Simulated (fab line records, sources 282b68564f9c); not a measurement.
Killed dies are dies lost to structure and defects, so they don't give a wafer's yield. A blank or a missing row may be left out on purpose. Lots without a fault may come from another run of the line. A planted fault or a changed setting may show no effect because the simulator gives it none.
A struck lot beside a sound one | flow rit_cmos | 44 steps out of a route of 202
Sound: wafers L491.1, L491.2, L491.4. Struck: wafers L499.2, L499.4, L499.6. The cause comes at the end.
At each step with rows: each side's tool, then ch and its chambers, then its first start. Under that, the readings that differ: sound wafers | struck wafers | difference of the means | sigmas: that difference in standard deviations of wafers without a fault.
alike: readings whose means differ by less than 2 such deviations, and words and numbers that are the same on both sides. not compared: withheld readings, readings that some wafer has no value for, bounds like >300 that may hide the same value, and numbers for which the record gives no deviation and whose values overlap.
The two part at a step that has a row with sigmas, a row that says differs or no value, or rows on one side only. Numbers that don't overlap but have no deviation are shown without sigmas and don't part them. A reading that every wafer of one side lacks parts them only if that side has two wafers or more.

first, 2 steps without rows for these wafers: RIT_NLDD_HARDBAKE_07 (time 60 s); RIT_NLDD_IMPLANT_08.
RIT_NLDD_STRIP_09: strips in O2, time 180 s.
  sound on plasma_asher-03 ch 0,1, day 5 00:18; struck on plasma_asher-04 ch 0,1, day 6 21:11
  alike: drypump_motor_current_A
  not compared: rf_hours_counter_h
RIT_NLDD_TW_MEAS_10:
  sound on film_metro-02, day 5 00:29; struck on film_metro-02, day 6 21:23
  alike: NLDD_TW
then, 6 steps without rows for these wafers: RIT_PLDD_HMDS_00 (prime time 60 s); RIT_PLDD_COAT_01 (resist thk 1000 nm); RIT_PLDD_SOFTBAKE_02 (time 60 s); RIT_PLDD_EXPOSE_03 (exposes mask M8, target cd 40900 nm); RIT_PLDD_PEB_04; RIT_PLDD_DEVELOP_05 (develop time 50 s).
RIT_PLDD_OVL_MEAS_06:
  sound on overlay-01, day 5 01:32; struck on overlay-01, day 6 22:25
  alike: PLDD_OVL
then, 1 step without rows for these wafers: RIT_PLDD_HARDBAKE_07 (time 60 s).
RIT_PLDD_IMPLANT_08:
  sound on implanter-03 ch 0, day 5 01:44; struck on implanter-03 ch 0, day 6 22:37
  reading                          | sound                         | struck                           | difference  | sigmas
  dose_ions_cm2                    | 9.008e+14 8.991e+14 8.989e+14 | 1.7095e+15 1.7102e+15 1.7099e+15 | +8.1027e+14 | +99 or more
  end_station_pressure_torr (Torr) | 6.9e-06 7e-06 7.1e-06         | 1.02e-05 9.5e-06 8.8e-06         | +2.50e-06   | +7
  faraday_current_uA               | 2726 2848 2910                | 5368 5143 5401                   | +2476       | +42
RIT_PLDD_STRIP_09: strips in O2, time 180 s.
  sound on plasma_asher-03 ch 0,1, day 5 01:53; struck on plasma_asher-01 ch 0,1, day 6 22:44
  alike: drypump_motor_current_A
  not compared: rf_hours_counter_h
RIT_PLDD_TW_MEAS_10:
  sound on film_metro-04, day 5 02:03; struck on film_metro-04, day 6 22:55
  reading | sound          | struck         | difference | sigmas
  PLDD_TW | 2339 2345 2352 | 2703 2701 2699 | +356       | +16
then, 4 steps without rows for these wafers: RIT_SPACER_CLEAN_00 (cleans in SC1, time 600 s); RIT_SPACER_CLEAN_01 (cleans in dHF, time 30 s); RIT_SPACER_CLEAN_02 (cleans in SC2, time 600 s); RIT_SPACER_CVD_03 (deposits Si3N4 from SiH2Cl2/NH3, target thk 250 nm, time 3300 s).
RIT_SPACER_THK_MEAS_04:
  sound on film_metro-03, day 5 04:27; struck on film_metro-03, day 7 03:40
  alike: SPACER_NITRIDE_THK
RIT_SPACER_ETCHBACK_05: etches Si3N4 in SF6/CHF3, stops on SiO2, target depth 250 nm, time 240 s.
  sound on rie_diel-03 ch 1,2,3, day 5 04:31; struck on rie_diel-03 ch 0,1, day 7 03:43
  alike: drypump_motor_current_A, oes_product_au, rf_fwd_power_W, throttle_valve_pct
  not compared: rf_hours_counter_h
then, 6 steps without rows for these wafers: RIT_NSD_HMDS_00 (prime time 60 s); RIT_NSD_COAT_01 (resist thk 1000 nm); RIT_NSD_SOFTBAKE_02 (time 60 s); RIT_NSD_EXPOSE_03 (exposes mask M9, target cd 40700 nm); RIT_NSD_PEB_04; RIT_NSD_DEVELOP_05 (develop time 50 s).
RIT_NSD_OVL_MEAS_06:
  sound on overlay-01, day 5 05:57; struck on overlay-01, day 7 04:50
  alike: NSD_OVL
then, 2 steps without rows for these wafers: RIT_NSD_HARDBAKE_07 (time 60 s); RIT_NSD_IMPLANT_08.
RIT_NSD_STRIP_09: strips in O2, time 180 s.
  sound on plasma_asher-04 ch 0,1, day 5 06:17; struck on plasma_asher-02 ch 0,1, day 7 05:35
  alike: drypump_motor_current_A
  not compared: rf_hours_counter_h
RIT_NSD_TW_MEAS_10:
  sound on film_metro-04, day 5 06:28; struck on film_metro-04, day 7 05:46
  alike: NSD_TW
then, 6 steps without rows for these wafers: RIT_PSD_HMDS_00 (prime time 60 s); RIT_PSD_COAT_01 (resist thk 1000 nm); RIT_PSD_SOFTBAKE_02 (time 60 s); RIT_PSD_EXPOSE_03 (exposes mask M10, target cd 40900 nm); RIT_PSD_PEB_04; RIT_PSD_DEVELOP_05 (develop time 50 s).
RIT_PSD_OVL_MEAS_06:
  sound on overlay-01, day 5 07:32; struck on overlay-02, day 7 06:40
  alike: PSD_OVL
then, 2 steps without rows for these wafers: RIT_PSD_HARDBAKE_07 (time 60 s); RIT_PSD_IMPLANT_08.
RIT_PSD_STRIP_09: strips in O2, time 180 s.
  sound on plasma_asher-03 ch 0,1, day 5 07:53; struck on plasma_asher-04 ch 0,1, day 7 07:00
  alike: drypump_motor_current_A
  not compared: rf_hours_counter_h
RIT_SDANNEAL_RS_MEAS_06: measures by four-point-probe.
  sound on film_metro-04, day 5 08:50; struck on film_metro-02, day 7 07:57
  reading          | sound             | struck            | difference | sigmas
  PLDD_RS (ohm/sq) | 178.4 178.4 178.1 | 152.8 152.8 152.2 | -25.7      | -54
RIT_M1_PROBE_99:
  sound on prober-01, day 5 16:06; struck on prober-02, day 7 15:14
  reading                             | sound             | struck            | difference | sigmas
  model.etest.pmos_turned.r_on_ohm_um | 3465 3447 3413    | 3114 3084 3132    | -332       |
  model.etest.pmos_0p3.r_on_ohm_um    | 6304 6304 6325    | 6081 5900 6039    | -304       |
  model.etest.pmos_0p15.r_on_ohm_um   | 2802 2759 2758    | 2502 2509 2544    | -255       |
  model.etest.pldd.rs_ohm_sq          | 506.4 501.7 494.1 | 337.5 340.4 340.9 | -161.1     |
  model.etest.pldd.line_ohm_um        | 161.7 159.3 158.7 | 107.5 106.3 106.4 | -53.2      |
  model.etest.pmos_turned.drive_ua_um | 188.2 190.7 191.4 | 214.2 217.1 210.5 | +23.8      |
  model.etest.pmos_0p15.drive_ua_um   | 251.8 255.4 256.4 | 280.3 279.8 271.4 | +22.6      |
  model.etest.pmos_0p3.drive_ua_um    | 99.66 99.74 100.3 | 102.6 107.5 103.5 | +4.6       |
  alike: killed_at_contacts, killed_at_front_end, killed_dies, killed_open, killed_short

WHERE THEY PART
First at RIT_PLDD_IMPLANT_08; last, within this record, at RIT_SDANNEAL_RS_MEAS_06. Later steps at which nothing parts them and some readings are alike: RIT_M1_PROBE_99.

WHY: what the simulator had put in
Process parameter drift: implanter-03, from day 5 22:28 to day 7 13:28, at RIT_PLDD_IMPLANT_08. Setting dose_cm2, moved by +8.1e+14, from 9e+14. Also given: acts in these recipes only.
